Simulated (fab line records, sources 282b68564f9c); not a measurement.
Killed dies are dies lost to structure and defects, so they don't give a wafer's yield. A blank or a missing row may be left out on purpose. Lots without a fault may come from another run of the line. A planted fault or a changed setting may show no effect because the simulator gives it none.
Split-lot experiment | flow rit_cmos | 5 lots, 23 wafers read, on a route of 202 steps

THE SPLIT
At RIT_CONTACT_DEVELOP_07 (develop time 120 s), the setting develop_time_s was moved away from the recipe's 120 s on 4 of the 23 wafers read, by -7.4% to +11.3%. The other wafers ran this setting at the recipe's value.

FROM THE SPLIT TO THE READING: what the file shows between them, 3 steps
- RIT_CONTACT_CD_MEAS_08: target cd 1000 nm
- RIT_CONTACT_ETCH_11: etches SiO2 in CHF3/CF4/Ar, stops on TiSi2, target depth 480 nm, time 320 s (also split here: time_s)
- RIT_CONTACT_STRIP_12: strips in O2, time 180 s

THE READING
cd_nm, in nm, at RIT_CONTACT_CD_MEAS_90 (target cd 1000 nm). Fault-free wafers of this fab line usually give 1000.9 nm, standard deviation 2.3 nm.

wafer  | tool, chamber at the split | develop_time_s as run, s | against the recipe | cd_nm, nm | against lot-mates on the recipe
L075.1 | litho_track-02, 0          | 120                      | recipe             | 1002.6    | -
L075.4 | litho_track-02, 0          | 120                      | recipe             | 1004.5    | -
L075.6 | litho_track-02, 0          | 120                      | recipe             | 1003.5    | -
L080.1 | litho_track-02, 0          | 120                      | recipe             | 1004.2    | -
L080.2 | litho_track-02, 0          | 120                      | recipe             | 999.7     | -
L080.3 | litho_track-02, 0          | 120                      | recipe             | 1002.7    | -
L080.4 | litho_track-02, 0          | 120                      | recipe             | 1003.1    | -
L080.5 | litho_track-02, 0          | 120                      | recipe             | 1003.1    | -
L083.1 | litho_track-01, 0          | 133.5                    | +11.3%             | 1009.3    | +7.7
L083.2 | litho_track-01, 0          | 120                      | recipe             | 1002.3    | -
L083.3 | litho_track-01, 0          | 120                      | recipe             | 1000.4    | -
L083.4 | litho_track-01, 0          | 133.5                    | +11.3%             | 1010.1    | +8.5
L083.5 | litho_track-01, 0          | 120                      | recipe             | 1002.0    | -
L084.1 | litho_track-04, 0          | 120                      | recipe             | 1003.9    | -
L084.2 | litho_track-04, 0          | 111.1                    | -7.4%              | 995.4     | -8.0
L084.3 | litho_track-04, 0          | 120                      | recipe             | 1003.1    | -
L084.4 | litho_track-04, 0          | 120                      | recipe             | 1003.1    | -
L084.5 | litho_track-04, 0          | 111.1                    | -7.4%              | 997.6     | -5.8
L085.1 | litho_track-01, 0          | 120                      | recipe             | 1001.8    | -
L085.2 | litho_track-01, 0          | 120                      | recipe             | 1003.9    | -
L085.3 | litho_track-01, 0          | 120                      | recipe             | 1002.0    | -
L085.4 | litho_track-01, 0          | 120                      | recipe             | 1005.0    | -
L085.6 | litho_track-01, 0          | 120                      | recipe             | 1002.3    | -

THE FIT
A straight line over all 23 wafers: cd_nm changes by +0.689 nm for each +1% of develop_time_s; r = +0.91; the points scatter about the line by 1.3 nm.
The same after taking each lot's own level away (the mean of its wafers on the recipe; 23 wafers): +0.788 nm for each +1%; r = +0.94; scatter 1.2 nm.
On that fit, the largest move of develop_time_s shifts the reading by 8.9 nm.
The lots' own levels span 1001.57 to 1003.53 nm, that is 0.9 times the standard deviation above.
So the lot-to-lot level changes the slope: the two fits differ.
Check: with one of the wafers moved furthest among these (+11.3%) left out of the fit, the line predicts +9.29 nm for it against its lot-mates. It came out at +7.73 nm against them.

OTHER SPLITS ON THESE WAFERS
These wafers also went through other splits before the reading. Each is held against what the fit with the lots' levels taken away leaves over:
other split on the same wafers  | wafers away from the commonest value | r with cd_nm (lot level and that fit taken away)
RIT_NSD_SOFTBAKE_02 temp_c      | 12                                   | -0.01
RIT_SILICIDE_SPUTTER_01 power_w | 6                                    | -0.16
RIT_CONTACT_ETCH_11 time_s      | 10                                   | -0.07

THE WHOLE CHAIN: every reading that the file lists as answering this split, in the file's order
step                   | what it does      | reading | change (the file's fit)               | r (the file's)
RIT_CONTACT_CD_MEAS_08 | target cd 1000 nm | cd_nm   | +0.804 nm for each +1% of the setting | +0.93
RIT_CONTACT_CD_MEAS_90 | target cd 1000 nm | cd_nm   | +0.787 nm for each +1% of the setting | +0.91

THE FILE'S OWN FIT
cd_nm changes by +0.787 nm for each +1% of develop_time_s, r = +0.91.
